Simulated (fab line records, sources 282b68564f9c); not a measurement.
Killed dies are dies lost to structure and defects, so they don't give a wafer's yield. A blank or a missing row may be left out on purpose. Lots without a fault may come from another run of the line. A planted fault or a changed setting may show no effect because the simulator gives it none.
Tool commonality check | flow rit_cmos | 14 lots, 48 wafers sampled

WHY IT WAS OPENED
At RIT_NRETRO_TW_MEAS_10 the reading NRETRO_TW is flagged on 2 of 14 lots. Wafers without a fault read 1044, standard deviation 12.
Rule: a lot is flagged when every wafer of it that has a number lies more than 4 standard deviations from that mean, or none has a number. The other lots count as sound.

lot  | measured    | on            | NRETRO_TW, wafer by wafer | flag
L382 | day 2 15:25 | film_metro-02 | 1028 1024 1030            |
L383 | day 2 21:11 | film_metro-03 | 1056 1060 1062            |
L384 | day 3 02:20 | film_metro-03 | 1056 1064 1058            |
L385 | day 3 08:11 | film_metro-03 | 1063 1060 1067            |
L388 | day 4 00:51 | film_metro-04 | 1046 1047 1048            |
L390 | day 4 09:16 | film_metro-04 | 30 30 30 30 30 30         | FLAGGED
L391 | day 4 12:59 | film_metro-04 | 30 30 30 30 30 30         | FLAGGED
L395 | day 5 08:39 | film_metro-03 | 1056 1056 1052            |
L397 | day 5 20:20 | film_metro-03 | 1059 1056 1052            |
L398 | day 6 02:52 | film_metro-03 | 1052 1049 1052            |
L399 | day 6 06:53 | film_metro-02 | 1035 1028 1025            |
L400 | day 6 09:46 | film_metro-04 | 1051 1047 1042            |
L401 | day 6 14:49 | film_metro-04 | 1047 1052 1041            |
L402 | day 6 19:54 | film_metro-02 | 1033 1031 1034            |
The numbers of the flagged lots are 30 on average: -1014 against the usual, or -84 standard deviations.

WHICH TOOL RAN EACH LOT
The record holds 1 process step before the reading, out of a route of 202 steps. In each cell: the tool, then ch and the chambers that the sampled wafers went through, then the start.
lot  | flag    | RIT_PWELL_STRIP_09
L382 |         | plasma_asher-02 ch 0,1, day 2 08:22
L383 |         | plasma_asher-01 ch 0,1, day 2 14:01
L384 |         | plasma_asher-01 ch 0,1, day 2 19:10
L385 |         | plasma_asher-03 ch 0,1, day 3 01:07
L388 |         | plasma_asher-02 ch 0,1, day 3 17:43
L390 | FLAGGED | plasma_asher-01 ch 0,1, day 4 02:08
L391 | FLAGGED | plasma_asher-01 ch 0,1, day 4 05:49
L395 |         | plasma_asher-01 ch 0,1, day 5 01:36
L397 |         | plasma_asher-03 ch 0,1, day 5 13:17
L398 |         | plasma_asher-01 ch 0,1, day 5 19:38
L399 |         | plasma_asher-01 ch 0,1, day 5 23:43
L400 |         | plasma_asher-01 ch 0,1, day 6 02:33
L401 |         | plasma_asher-01 ch 0,1, day 6 07:40
L402 |         | plasma_asher-03 ch 0,1, day 6 12:28
What these steps do:
- RIT_PWELL_STRIP_09: strips in O2, time 180 s.
- RIT_NRETRO_TW_MEAS_10

FLAGGED OVER TOTAL, TOOL BY TOOL (the gauges that took the reading come last)
step                  | tool            | lots run | flagged | share of the flagged lots | sound lots run after its first flagged lot
RIT_PWELL_STRIP_09    | plasma_asher-01 | 9        | 2       | all                       | 5 (L395,L398,L399,L400,L401)
RIT_PWELL_STRIP_09    | plasma_asher-02 | 2        | 0       | none                      | -
RIT_PWELL_STRIP_09    | plasma_asher-03 | 3        | 0       | none                      | -
RIT_NRETRO_TW_MEAS_10 | film_metro-02   | 3        | 0       | none                      | -
RIT_NRETRO_TW_MEAS_10 | film_metro-03   | 6        | 0       | none                      | -
RIT_NRETRO_TW_MEAS_10 | film_metro-04   | 5        | 2       | all                       | 2 (L400,L401)

WHAT THE TABLE ALLOWS
2 rows of the table ran every flagged lot: plasma_asher-01 at RIT_PWELL_STRIP_09, film_metro-04 at RIT_NRETRO_TW_MEAS_10.
- plasma_asher-01 at RIT_PWELL_STRIP_09: 2 of its 9 lots flagged. Sound lots ran on it after the first flagged one (L395, L398, L399, L400, L401), which a lasting fault on the whole tool wouldn't allow. On the flagged lots its readings are blank where sound lots have values: chamber_pressure_mTorr, drypump_motor_current_A, rf_refl_power_W.
- film_metro-04 at RIT_NRETRO_TW_MEAS_10: 2 of its 5 lots flagged. Sound lots ran on it after the first flagged one (L400, L401), which a lasting fault on the whole tool wouldn't allow.
No row of the table ran every flagged lot and no sound lot after the first.

WHAT THE SIMULATOR HAD PUT IN
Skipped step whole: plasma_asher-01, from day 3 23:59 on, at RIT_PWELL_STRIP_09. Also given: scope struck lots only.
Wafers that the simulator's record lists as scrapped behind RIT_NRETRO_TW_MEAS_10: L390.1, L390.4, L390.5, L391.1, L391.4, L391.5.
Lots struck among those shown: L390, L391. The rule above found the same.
